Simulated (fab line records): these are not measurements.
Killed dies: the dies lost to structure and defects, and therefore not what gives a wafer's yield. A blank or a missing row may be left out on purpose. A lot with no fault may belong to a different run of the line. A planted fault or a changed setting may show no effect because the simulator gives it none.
Split-lot trial ; flow berkeley_cmos170 ; 5 lots, 23 wafers read, on a route of 331 steps

THE SPLIT
At UCB170_M1_PEB_07, the setting peb_temp_c was moved away from the recipe's 130 C on 11 of the 23 wafers read, by -2.5% to +1.1%. The other wafers ran this setting at the recipe's value.

FROM THE SPLIT TO THE READING: what the file shows between them, 5 steps
- UCB170_M1_DEVELOP_08: develop time 45 s
- UCB170_M1_CD_MEAS_09: target cd 700 nm
- UCB170_M1_ETCH_11: etches BARC in N2/H2
- UCB170_M1_METAL_ETCH_12: etches Al in Cl2/BCl3, stops on PSG, target depth 780 nm, time 130 s
- UCB170_M1_STRIP_13: strips in O2

THE READING
cd_nm (nm) at UCB170_M1_CD_MEAS_90, where the cd target is 700 nm. Typical for fault-free wafers on this fab line: 699.1 nm, with standard deviation 2.1 nm.

wafer;tool, chamber at the split;peb_temp_c as run, C;against the recipe;cd_nm, nm;against lot-mates on the recipe
L079.1;litho_track-03, 0;130;recipe;697.3;-
L079.3;litho_track-03, 0;130;recipe;697.0;-
L079.4;litho_track-03, 0;130;recipe;696.1;-
L081.1;litho_track-01, 0;130;recipe;698.8;-
L081.2;litho_track-01, 0;131.4;+1.1%;689.1;-8.8
L081.4;litho_track-01, 0;130;recipe;696.7;-
L081.5;litho_track-01, 0;131.4;+1.1%;689.1;-8.8
L081.6;litho_track-01, 0;130;recipe;698.3;-
L082.1;litho_track-03, 0;126.8;-2.5%;718.9;+21.5
L082.2;litho_track-03, 0;130;recipe;698.1;-
L082.4;litho_track-03, 0;130;recipe;696.7;-
L082.5;litho_track-03, 0;126.8;-2.5%;723.1;+25.7
L082.6;litho_track-03, 0;126.8;-2.5%;719.4;+22.0
L084.2;litho_track-02, 0;130;recipe;700.6;-
L084.3;litho_track-02, 0;127.3;-2.1%;719.8;+21.5
L084.4;litho_track-02, 0;127.3;-2.1%;716.4;+18.1
L084.5;litho_track-02, 0;127.3;-2.1%;719.7;+21.5
L084.6;litho_track-02, 0;130;recipe;695.9;-
L085.1;litho_track-02, 0;131.1;+0.8%;691.5;-8.2
L085.2;litho_track-02, 0;131.1;+0.8%;693.6;-6.1
L085.3;litho_track-02, 0;130;recipe;700.0;-
L085.4;litho_track-02, 0;130;recipe;699.5;-
L085.5;litho_track-02, 0;131.1;+0.8%;691.2;-8.5

THE FIT
A straight line over all 23 wafers: cd_nm changes by -9.11 nm for each +1% of peb_temp_c; r = -0.99; the points scatter about the line by 1.7 nm.
The same after taking each lot's own level away (the mean of its wafers on the recipe; 23 wafers): -9.37 nm for each +1%; r = -0.99; scatter 1.4 nm.
According to that fit, moving peb_temp_c by its largest amount changes the reading by 23 nm.
Across the lots, their own levels run from 696.80 to 699.75 nm, a range of 1.4 times the standard deviation given above.
Hence the lot-to-lot level has little effect on the slope; both slopes agree.
Check: +23.7 nm against its lot-mates is what the line predicts for one of the wafers moved furthest among these (-2.5%) when that wafer is left out of the fit. It came out at +21.5 nm against them.

THESE WAFERS: OTHER SPLITS
Before the reading, these wafers also passed through other splits. Each is held against what the fit with the lots' levels taken away leaves over:
other split on the same wafers;wafers away from the commonest value;r with cd_nm (lot level and that fit taken away)
UCB170_CONTACT_CVD_01 temp_c;15;-0.08
UCB170_CONTACT_COAT_04 spin_rpm;8;-0.17
UCB170_M1_COAT_04 resist_thk_nm;7;+0.39

THE WHOLE CHAIN: every reading that the file lists as answering this split, in the file's order
step;what it does;reading;change (the file's fit);r (the file's)
UCB170_M1_CD_MEAS_09;target cd 700 nm;cd_nm;-9.4 nm for each +1% of the setting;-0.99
UCB170_M1_ETCH_11;etches BARC in N2/H2;M1.cd_nm (the simulator's own value, which no gauge read);-9.32 nm for each +1% of the setting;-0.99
UCB170_M1_METAL_ETCH_12;etches Al in Cl2/BCl3, stops on PSG, target depth 780 nm, time 130 s;M1.cd_nm (the simulator's own value, which no gauge read);-9.43 nm for each +1% of the setting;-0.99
UCB170_M1_CD_MEAS_90;target cd 700 nm;cd_nm;-9.39 nm for each +1% of the setting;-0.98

FILE'S OWN FIT
cd_nm changes by -9.39 nm for each +1% of peb_temp_c, r = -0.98.
